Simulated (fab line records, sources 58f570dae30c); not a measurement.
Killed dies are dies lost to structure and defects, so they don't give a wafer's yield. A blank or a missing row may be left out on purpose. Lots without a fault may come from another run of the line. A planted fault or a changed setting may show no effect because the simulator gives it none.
One fault seen from 2 desks | flow berkeley_cmos170 | each desk has only its own numbers; what lay behind them comes last

THE METROLOGY DESK
What the gauges read, lot by lot, whatever tool the lot ran on: means of the sampled wafers that have a number. A lot is out of limits, marked OUT, if its mean lies more than 4 standard deviations from the usual mean; the brackets give that distance.
Columns: A = V1_OVL at UCB170_V1_OVL_MEAS_13, usual -2 nm; B = V2_TEOS_THK at UCB170_V2_THK_MEAS_01, usual 2007 nm; C = M3_AL_RS at UCB170_M3_RS_MEAS_02, usual 0.0321 ohm/sq
lot  | first seen here | A   | B               | C
L199 | day 7 11:55     | -3  | 2027            | 0.0318
L198 | day 7 12:10     | 0   | 2013            | 0.0315
L202 | day 8 06:14     | -2  | 1959            | 0.0322
L205 | day 9 03:31     | -0  | 1868 (-5.8) OUT | 0.0322
L209 | day 9 06:49     | 2   | 2031            | 0.0320
L207 | day 9 09:19     | -3  | 1973            | 0.0328
L210 | day 10 08:32    | -2  | 2007            | 0.0318
L211 | day 10 13:19    | -3  | 2012            | 0.0317
L213 | day 10 18:28    | 4   | 1996            | 0.0323
L214 | day 10 19:01    | -1  | 2010            | 0.0317
L215 | day 11 00:04    | 2   | 1994            | 0.0323
L219 | day 11 19:29    | -4  | 2026            | 0.0326
L220 | day 11 23:59    | -10 | 2027            | 0.0322
This desk's finding: out of limits on L205; first on L205, day 9 06:56 (V2_TEOS_THK at UCB170_V2_THK_MEAS_01). In limits: L199, L198, L202, L209, L207, L210, L211, L213, L214, L215, L219, L220.

THE TOOL OWNER'S DESK: pecvd-03
The tool's own readings at UCB170_V2_CVD_00 (deposits SiO2 from TEOS/O2, target thk 2000 nm, time 250 s): means of the sampled wafers that have a number, for each lot that ran on this tool. A lot is out of limits, marked OUT, if its mean lies more than 4 standard deviations from the usual mean; the brackets give that distance.
Columns: A = heater_power_w at UCB170_V2_CVD_00, usual 274 W; B = rf_fwd_power_W at UCB170_V2_CVD_00, usual 548.7 W
lot  | first seen here | A   | B
L198 | day 7 15:23     | 305 | 547.5
L202 | day 8 09:32     | 212 | 545.9
L205 | day 9 06:49     | 276 | 437.6 (-62) OUT
This desk's finding: out of limits on L205; first on L205, day 9 06:49 (rf_fwd_power_W at UCB170_V2_CVD_00). In limits: L198, L202.

PUT TOGETHER
The tool owner's desk could have raised an alarm at day 9 06:49, on L205.
The metrology desk could have raised an alarm at day 9 06:56, on L205.
Of the lots named, all ran UCB170_V2_CVD_00 on pecvd-03.

WHAT THE SIMULATOR HAD PUT IN
Process parameter drift: pecvd-03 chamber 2, from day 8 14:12 on, at UCB170_V2_CVD_00. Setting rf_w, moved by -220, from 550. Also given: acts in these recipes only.
Lots struck among those shown: L205.
Hours from the fault's start to each desk's first reading out of limits: the tool owner's desk, 17; the metrology desk, 17.
